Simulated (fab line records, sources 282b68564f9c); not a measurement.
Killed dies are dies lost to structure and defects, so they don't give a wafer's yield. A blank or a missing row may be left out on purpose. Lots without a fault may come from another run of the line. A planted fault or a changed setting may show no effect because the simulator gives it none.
A struck lot beside a sound one | flow rit_cmos | 14 steps out of a route of 202
Sound: wafers L518.4, L518.5, L518.6. Struck: wafers L528.4, L528.5, L528.6. The cause comes at the end.
At each step with rows: each side's tool, then ch and its chambers, then its first start. Under that, the readings that differ: sound wafers | struck wafers | difference of the means | sigmas: that difference in standard deviations of wafers without a fault.
alike: readings whose means differ by less than 2 such deviations, and words and numbers that are the same on both sides. not compared: withheld readings, readings that some wafer has no value for, bounds like >300 that may hide the same value, and numbers for which the record gives no deviation and whose values overlap.
The two part at a step that has a row with sigmas, a row that says differs or no value, or rows on one side only. Numbers that don't overlap but have no deviation are shown without sigmas and don't part them. A reading that every wafer of one side lacks parts them only if that side has two wafers or more.

RIT_PLDD_STRIP_09: strips in O2, time 180 s.
  sound on plasma_asher-02 ch 0,1, day 3 17:34; struck on plasma_asher-02 ch 0,1, day 5 23:18
  alike: chamber_pressure_mTorr, drypump_motor_current_A
  not compared: rf_hours_counter_h
RIT_PLDD_TW_MEAS_10:
  sound on film_metro-01, day 3 17:43; struck on film_metro-02, day 5 23:27
  alike: PLDD_TW
then, 4 steps without rows for these wafers: RIT_SPACER_CLEAN_00 (cleans in SC1, time 600 s); RIT_SPACER_CLEAN_01 (cleans in dHF, time 30 s); RIT_SPACER_CLEAN_02 (cleans in SC2, time 600 s); RIT_SPACER_CVD_03 (deposits Si3N4 from SiH2Cl2/NH3, target thk 250 nm, time 3300 s).
RIT_SPACER_THK_MEAS_04:
  sound on film_metro-04, day 3 20:05; struck on film_metro-03, day 6 01:47
  reading                 | sound             | struck            | difference | sigmas
  SPACER_NITRIDE_THK (nm) | 255.1 253.3 254.0 | 245.8 245.3 245.0 | -8.8       | -3
RIT_SPACER_ETCHBACK_05: etches Si3N4 in SF6/CHF3, stops on SiO2, target depth 250 nm, time 240 s.
  sound on rie_diel-01 ch 1,2,3, day 3 20:07; struck on rie_diel-02 ch 2,3, day 6 01:49
  reading                        | sound             | struck            | difference | sigmas
  chamber_pressure_mTorr (mTorr) | 40.05 40.04 39.99 | 40.01 39.93 39.92 | -0.07      | -2
  alike: drypump_motor_current_A, oes_product_au, throttle_valve_pct
  not compared: rf_hours_counter_h
then, 4 steps without rows for these wafers: RIT_NSD_HMDS_00 (prime time 60 s); RIT_NSD_COAT_01 (resist thk 1000 nm); RIT_NSD_SOFTBAKE_02 (time 60 s); RIT_NSD_EXPOSE_03 (exposes mask M9, target cd 40700 nm).
RIT_NSD_PEB_04:
  sound on litho_track-02 ch 0, day 3 21:02; struck on litho_track-03, day 6 02:53
  reading         | sound          | struck | difference                    | sigmas
  exhaust_pa (Pa) | 44.8 46.1 45.0 | - - -  | no value on the struck wafers |
  not compared: chill_plate_temp_C
then, 1 step without rows for these wafers: RIT_NSD_DEVELOP_05 (develop time 50 s).

WHERE THEY PART
First at RIT_SPACER_THK_MEAS_04; last, within this record, at RIT_NSD_PEB_04.

WHY: what the simulator had put in
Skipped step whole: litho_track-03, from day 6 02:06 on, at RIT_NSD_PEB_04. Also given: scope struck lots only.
